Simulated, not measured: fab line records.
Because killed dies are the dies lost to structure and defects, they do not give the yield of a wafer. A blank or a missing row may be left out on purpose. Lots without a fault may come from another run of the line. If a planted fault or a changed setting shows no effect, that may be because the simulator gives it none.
What tool caused it? / flow ritCmos / 45 wafers from 15 lots sampled at 7 of the route's 202 steps

== WHAT EACH GAUGE READ, for each wafer ==
RIT_ACTIVE_BOW_MEAS_00. Usual: INCOMING_BOW gives 0 um (standard deviation 6.4).
lot=L541; measured=day 1 15:00; on=filmMetro-01; INCOMING_BOW (um)=-10 8 9; flag=
lot=L544; measured=day 2 06:00; on=filmMetro-02; INCOMING_BOW (um)=-2 -10 5; flag=
lot=L548; measured=day 3 02:00; on=filmMetro-01; INCOMING_BOW (um)=8 10 5; flag=
lot=L549; measured=day 3 07:00; on=filmMetro-03; INCOMING_BOW (um)=-7 -7 7; flag=
lot=L550; measured=day 3 12:01; on=filmMetro-03; INCOMING_BOW (um)=10 1 -6; flag=
lot=L552; measured=day 3 22:01; on=filmMetro-01; INCOMING_BOW (um)=1 4 -4; flag=
lot=L553; measured=day 4 03:01; on=filmMetro-01; INCOMING_BOW (um)=-4 -11 -11; flag=
lot=L554; measured=day 4 08:01; on=filmMetro-02; INCOMING_BOW (um)=-12 1 -1; flag=
lot=L556; measured=day 4 18:01; on=filmMetro-02; INCOMING_BOW (um)=-4 1 -6; flag=
lot=L557; measured=day 4 23:00; on=filmMetro-01; INCOMING_BOW (um)=7 -7 1; flag=
lot=L558; measured=day 5 04:00; on=filmMetro-02; INCOMING_BOW (um)=8 1 8; flag=
lot=L559; measured=day 5 09:00; on=filmMetro-03; INCOMING_BOW (um)=7 -1 2; flag=
lot=L560; measured=day 5 14:01; on=filmMetro-02; INCOMING_BOW (um)=-2 4 -5; flag=
lot=L561; measured=day 5 19:00; on=filmMetro-02; INCOMING_BOW (um)=-1 0 -3; flag=
lot=L562; measured=day 6 00:01; on=filmMetro-03; INCOMING_BOW (um)=3 1 4; flag=

RIT_NLDD_OVL_MEAS_06. Usual: NLDD_OVL gives -0.7 nm (standard deviation 1.5).
lot=L541; measured=day 3 06:03; on=overlay-02; NLDD_OVL (nm)=-2.2 -2.8 -1.1; flag=
lot=L544; measured=day 3 22:40; on=overlay-01; NLDD_OVL (nm)=0.3 1.0 1.4; flag=
lot=L548; measured=day 4 14:31; on=overlay-02; NLDD_OVL (nm)=-0.2 -1.8 -0.2; flag=
lot=L549; measured=day 4 18:25; on=overlay-01; NLDD_OVL (nm)=-2.8 -3.6 -2.5; flag=
lot=L550; measured=day 4 22:16; on=overlay-02; NLDD_OVL (nm)=-0.6 -1.5 -0.6; flag=
lot=L552; measured=day 5 07:14; on=overlay-01; NLDD_OVL (nm)=- - -; flag=OFF
lot=L553; measured=day 5 13:39; on=overlay-02; NLDD_OVL (nm)=- - -; flag=OFF
lot=L554; measured=day 5 20:05; on=overlay-02; NLDD_OVL (nm)=- - -; flag=OFF
lot=L556; measured=day 6 01:58; on=overlay-01; NLDD_OVL (nm)=-0.7 0.0 0.4; flag=
lot=L557; measured=day 6 08:26; on=overlay-02; NLDD_OVL (nm)=-0.4 -0.5 -0.1; flag=
lot=L558; measured=day 6 15:57; on=overlay-02; NLDD_OVL (nm)=-1.2 -2.6 -2.3; flag=
lot=L559; measured=day 6 21:08; on=overlay-01; NLDD_OVL (nm)=0.9 0.3 2.3; flag=
lot=L560; measured=day 7 02:31; on=overlay-02; NLDD_OVL (nm)=-1.4 -1.1 -0.7; flag=
lot=L561; measured=day 7 05:11; on=overlay-02; NLDD_OVL (nm)=-1.2 -1.1 -0.7; flag=
lot=L562; measured=day 7 09:01; on=overlay-01; NLDD_OVL (nm)=-0.7 0.3 -0.9; flag=

RIT_NLDD_TW_MEAS_10. Usual: NLDD_TW gives 2490 (standard deviation 9.7).
lot=L541; measured=day 3 06:34; on=filmMetro-03; NLDD_TW=2488 2484 2489; flag=
lot=L544; measured=day 3 23:11; on=filmMetro-03; NLDD_TW=2478 2489 2472; flag=
lot=L548; measured=day 4 15:02; on=filmMetro-02; NLDD_TW=2495 2487 2499; flag=
lot=L549; measured=day 4 18:56; on=filmMetro-02; NLDD_TW=2517 2493 2490; flag=
lot=L550; measured=day 4 22:56; on=filmMetro-02; NLDD_TW=2492 2500 2502; flag=
lot=L552; measured=day 5 07:45; on=filmMetro-03; NLDD_TW=2473 2480 2478; flag=
lot=L553; measured=day 5 14:10; on=filmMetro-01; NLDD_TW=2478 2484 2495; flag=
lot=L554; measured=day 5 20:37; on=filmMetro-01; NLDD_TW=2488 2490 2487; flag=
lot=L556; measured=day 6 02:28; on=filmMetro-02; NLDD_TW=2475 2482 2479; flag=
lot=L557; measured=day 6 08:56; on=filmMetro-01; NLDD_TW=2496 2479 2500; flag=
lot=L558; measured=day 6 16:28; on=filmMetro-01; NLDD_TW=2489 2493 2504; flag=
lot=L559; measured=day 6 21:39; on=filmMetro-01; NLDD_TW=2485 2495 2481; flag=
lot=L560; measured=day 7 03:02; on=filmMetro-03; NLDD_TW=2490 2488 2495; flag=
lot=L561; measured=day 7 05:41; on=filmMetro-01; NLDD_TW=2497 2487 2492; flag=
lot=L562; measured=day 7 09:31; on=filmMetro-02; NLDD_TW=2497 2510 2510; flag=

RIT_PLDD_TW_MEAS_10. Usual: PLDD_TW gives 2346 (standard deviation 8.6).
lot=L541; measured=day 3 07:59; on=filmMetro-01; PLDD_TW=2352 2343 2365; flag=
lot=L544; measured=day 4 00:43; on=filmMetro-02; PLDD_TW=2347 2348 2345; flag=
lot=L548; measured=day 4 16:27; on=filmMetro-02; PLDD_TW=2355 2348 2342; flag=
lot=L549; measured=day 4 20:38; on=filmMetro-01; PLDD_TW=2346 2333 2343; flag=
lot=L550; measured=day 5 00:29; on=filmMetro-02; PLDD_TW=2361 2341 2343; flag=
lot=L552; measured=day 5 09:11; on=filmMetro-01; PLDD_TW=2868 2858 2866; flag=OFF
lot=L553; measured=day 5 15:43; on=filmMetro-03; PLDD_TW=2878 2856 2852; flag=OFF
lot=L554; measured=day 5 22:09; on=filmMetro-02; PLDD_TW=2874 2864 2866; flag=OFF
lot=L556; measured=day 6 04:07; on=filmMetro-03; PLDD_TW=2337 2351 2341; flag=
lot=L557; measured=day 6 10:29; on=filmMetro-02; PLDD_TW=2343 2345 2328; flag=
lot=L558; measured=day 6 18:01; on=filmMetro-03; PLDD_TW=2353 2336 2340; flag=
lot=L559; measured=day 6 23:04; on=filmMetro-02; PLDD_TW=2352 2331 2348; flag=
lot=L560; measured=day 7 04:58; on=filmMetro-01; PLDD_TW=2366 2349 2352; flag=
lot=L561; measured=day 7 07:07; on=filmMetro-01; PLDD_TW=2360 2337 2357; flag=
lot=L562; measured=day 7 10:58; on=filmMetro-01; PLDD_TW=2342 2343 2333; flag=

RIT_NSD_TW_MEAS_10. Usual: NSD_TW gives 3120 (standard deviation 12).
lot=L541; measured=day 3 12:01; on=filmMetro-02; NSD_TW=3142 3111 3130; flag=
lot=L544; measured=day 4 04:40; on=filmMetro-01; NSD_TW=3124 3114 3127; flag=
lot=L548; measured=day 4 20:22; on=filmMetro-02; NSD_TW=3138 3137 3135; flag=
lot=L549; measured=day 5 01:34; on=filmMetro-01; NSD_TW=3123 3112 3122; flag=
lot=L550; measured=day 5 04:24; on=filmMetro-01; NSD_TW=3120 3098 3113; flag=
lot=L552; measured=day 5 13:12; on=filmMetro-01; NSD_TW=3309 3324 3335; flag=OFF
lot=L553; measured=day 5 19:47; on=filmMetro-01; NSD_TW=3305 3316 3312; flag=OFF
lot=L554; measured=day 6 02:04; on=filmMetro-02; NSD_TW=3306 3309 3326; flag=OFF
lot=L556; measured=day 6 08:19; on=filmMetro-02; NSD_TW=3119 3115 3100; flag=
lot=L557; measured=day 6 14:32; on=filmMetro-03; NSD_TW=3099 3115 3108; flag=
lot=L558; measured=day 6 22:01; on=filmMetro-02; NSD_TW=3107 3100 3110; flag=
lot=L559; measured=day 7 02:59; on=filmMetro-01; NSD_TW=3106 3116 3122; flag=
lot=L560; measured=day 7 08:55; on=filmMetro-01; NSD_TW=3110 3135 3115; flag=
lot=L561; measured=day 7 11:11; on=filmMetro-02; NSD_TW=3115 3147 3149; flag=
lot=L562; measured=day 7 14:52; on=filmMetro-03; NSD_TW=3125 3120 3123; flag=

== TOOL THAT RAN EACH LOT (tool first, then ch and the chambers of the sampled wafers, then the start) ==
lot=L541; RIT_NWELL_STRIP_09=plasmaAsher-02 ch 0,1, day 2 03:14; RIT_NLDD_COAT_01=lithoTrack-03 ch 0, day 3 05:21
lot=L544; RIT_NWELL_STRIP_09=plasmaAsher-02 ch 0,1, day 2 21:14; RIT_NLDD_COAT_01=lithoTrack-04 ch 0, day 3 21:51
lot=L548; RIT_NWELL_STRIP_09=plasmaAsher-02 ch 0,1, day 3 15:55; RIT_NLDD_COAT_01=lithoTrack-04 ch 0, day 4 13:49
lot=L549; RIT_NWELL_STRIP_09=plasmaAsher-02 ch 0, day 3 19:45; RIT_NLDD_COAT_01=lithoTrack-03 ch 0, day 4 17:34
lot=L550; RIT_NWELL_STRIP_09=plasmaAsher-02 ch 0,1, day 4 01:12; RIT_NLDD_COAT_01=lithoTrack-03 ch 0, day 4 21:28
lot=L552; RIT_NWELL_STRIP_09=plasmaAsher-01 ch 0,1, day 4 09:57; RIT_NLDD_COAT_01=lithoTrack-01, day 5 06:26
lot=L553; RIT_NWELL_STRIP_09=plasmaAsher-02 ch 0,1, day 4 14:54; RIT_NLDD_COAT_01=lithoTrack-04, day 5 12:47
lot=L554; RIT_NWELL_STRIP_09=plasmaAsher-01 ch 1, day 4 20:56; RIT_NLDD_COAT_01=lithoTrack-04, day 5 19:17
lot=L556; RIT_NWELL_STRIP_09=plasmaAsher-01 ch 0,1, day 5 05:07; RIT_NLDD_COAT_01=lithoTrack-03 ch 0, day 6 01:09
lot=L557; RIT_NWELL_STRIP_09=plasmaAsher-01 ch 0,1, day 5 11:19; RIT_NLDD_COAT_01=lithoTrack-03 ch 0, day 6 07:44
lot=L558; RIT_NWELL_STRIP_09=plasmaAsher-04 ch 0,1, day 5 17:35; RIT_NLDD_COAT_01=lithoTrack-04 ch 0, day 6 15:08
lot=L559; RIT_NWELL_STRIP_09=plasmaAsher-04 ch 0,1, day 5 22:50; RIT_NLDD_COAT_01=lithoTrack-01 ch 0, day 6 20:26
lot=L560; RIT_NWELL_STRIP_09=plasmaAsher-04 ch 0,1, day 6 03:46; RIT_NLDD_COAT_01=lithoTrack-04 ch 0, day 7 01:43
lot=L561; RIT_NWELL_STRIP_09=plasmaAsher-04 ch 0,1, day 6 06:46; RIT_NLDD_COAT_01=lithoTrack-03 ch 0, day 7 04:22
lot=L562; RIT_NWELL_STRIP_09=plasmaAsher-01 ch 0,1, day 6 12:41; RIT_NLDD_COAT_01=lithoTrack-04 ch 0, day 7 08:20
- RIT_NWELL_STRIP_09: strips in O2, time 180 s.
- RIT_NLDD_COAT_01: resist thk 1000 nm.

== WHAT THE TOOLS THEMSELVES READ (means of the sampled wafers that have a number; where no wafer has one, the mark that the record gives instead) ==
RIT_NWELL_STRIP_09. Usual: drypumpMotorCurrentA reads 5.3 A (standard deviation 0.43).
lot=L541; tool=plasmaAsher-02; drypumpMotorCurrentA (A)=5.2; flag=
lot=L544; tool=plasmaAsher-02; drypumpMotorCurrentA (A)=5.2; flag=
lot=L548; tool=plasmaAsher-02; drypumpMotorCurrentA (A)=5.2; flag=
lot=L549; tool=plasmaAsher-02; drypumpMotorCurrentA (A)=5.3; flag=
lot=L550; tool=plasmaAsher-02; drypumpMotorCurrentA (A)=5.2; flag=
lot=L552; tool=plasmaAsher-01; drypumpMotorCurrentA (A)=5.5; flag=
lot=L553; tool=plasmaAsher-02; drypumpMotorCurrentA (A)=5.2; flag=
lot=L554; tool=plasmaAsher-01; drypumpMotorCurrentA (A)=4.8; flag=
lot=L556; tool=plasmaAsher-01; drypumpMotorCurrentA (A)=5.4; flag=
lot=L557; tool=plasmaAsher-01; drypumpMotorCurrentA (A)=5.1; flag=
lot=L558; tool=plasmaAsher-04; drypumpMotorCurrentA (A)=5.8; flag=
lot=L559; tool=plasmaAsher-04; drypumpMotorCurrentA (A)=5.6; flag=
lot=L560; tool=plasmaAsher-04; drypumpMotorCurrentA (A)=5.8; flag=
lot=L561; tool=plasmaAsher-04; drypumpMotorCurrentA (A)=5.6; flag=
lot=L562; tool=plasmaAsher-01; drypumpMotorCurrentA (A)=5.1; flag=

RIT_NLDD_COAT_01. Usual: chillPlateTempC 23.00 C, standard deviation 0.12; dispensePressureKPa 49 kPa, standard deviation 5.3; exhaustPa 44.9 Pa, standard deviation 0.83.
lot=L541; tool=lithoTrack-03; chillPlateTempC (C)=22.85; dispensePressureKPa (kPa)=50; exhaustPa (Pa)=44.8; flag=
lot=L544; tool=lithoTrack-04; chillPlateTempC (C)=23.02; dispensePressureKPa (kPa)=43; exhaustPa (Pa)=43.6; flag=
lot=L548; tool=lithoTrack-04; chillPlateTempC (C)=23.01; dispensePressureKPa (kPa)=43; exhaustPa (Pa)=44.8; flag=
lot=L549; tool=lithoTrack-03; chillPlateTempC (C)=22.96; dispensePressureKPa (kPa)=50; exhaustPa (Pa)=45.9; flag=
lot=L550; tool=lithoTrack-03; chillPlateTempC (C)=22.98; dispensePressureKPa (kPa)=50; exhaustPa (Pa)=44.2; flag=
lot=L552; tool=lithoTrack-01; chillPlateTempC (C)=-; dispensePressureKPa (kPa)=-; exhaustPa (Pa)=-; flag=OFF
lot=L553; tool=lithoTrack-04; chillPlateTempC (C)=-; dispensePressureKPa (kPa)=-; exhaustPa (Pa)=-; flag=OFF
lot=L554; tool=lithoTrack-04; chillPlateTempC (C)=-; dispensePressureKPa (kPa)=-; exhaustPa (Pa)=-; flag=OFF
lot=L556; tool=lithoTrack-03; chillPlateTempC (C)=23.12; dispensePressureKPa (kPa)=50; exhaustPa (Pa)=44.8; flag=
lot=L557; tool=lithoTrack-03; chillPlateTempC (C)=23.07; dispensePressureKPa (kPa)=50; exhaustPa (Pa)=45.1; flag=
lot=L558; tool=lithoTrack-04; chillPlateTempC (C)=22.90; dispensePressureKPa (kPa)=43; exhaustPa (Pa)=44.5; flag=
lot=L559; tool=lithoTrack-01; chillPlateTempC (C)=22.79; dispensePressureKPa (kPa)=57; exhaustPa (Pa)=44.8; flag=
lot=L560; tool=lithoTrack-04; chillPlateTempC (C)=22.97; dispensePressureKPa (kPa)=43; exhaustPa (Pa)=45.8; flag=
lot=L561; tool=lithoTrack-03; chillPlateTempC (C)=23.11; dispensePressureKPa (kPa)=50; exhaustPa (Pa)=45.1; flag=
lot=L562; tool=lithoTrack-04; chillPlateTempC (C)=23.06; dispensePressureKPa (kPa)=43; exhaustPa (Pa)=45.2; flag=

== THE ANSWER, worked out from the rows above alone ==
Rule: a lot counts as off when the mean over its wafers that have a number is more than 3 standard deviations away from the usual mean. A lot without any number at a reading at which 4 lots or more have one is off too. All remaining lots with rows at the step are treated as sound. First the gauges in route order, then the tools' own readings, where a lot's mean is used as printed above. The first step at which some lot is off is used, and at that step the reading that is off furthest; a lot without a number counts as furthest.
Off: L552, L553, L554, seen at RIT_NLDD_OVL_MEAS_06 (NLDD_OVL). Without a number there: L552, L553, L554.
If a tool, at a process step before that reading, ran all the lots that are off and no sound lot after the first of them, it fits. Not tried: the gauges at RIT_NLDD_OVL_MEAS_06; whatever is off there is also off at RIT_PLDD_TW_MEAS_10, on other tools, and gauge error can't account for it. Not one of the candidates tried fits.

== WHAT THE SIMULATOR PUT IN ==
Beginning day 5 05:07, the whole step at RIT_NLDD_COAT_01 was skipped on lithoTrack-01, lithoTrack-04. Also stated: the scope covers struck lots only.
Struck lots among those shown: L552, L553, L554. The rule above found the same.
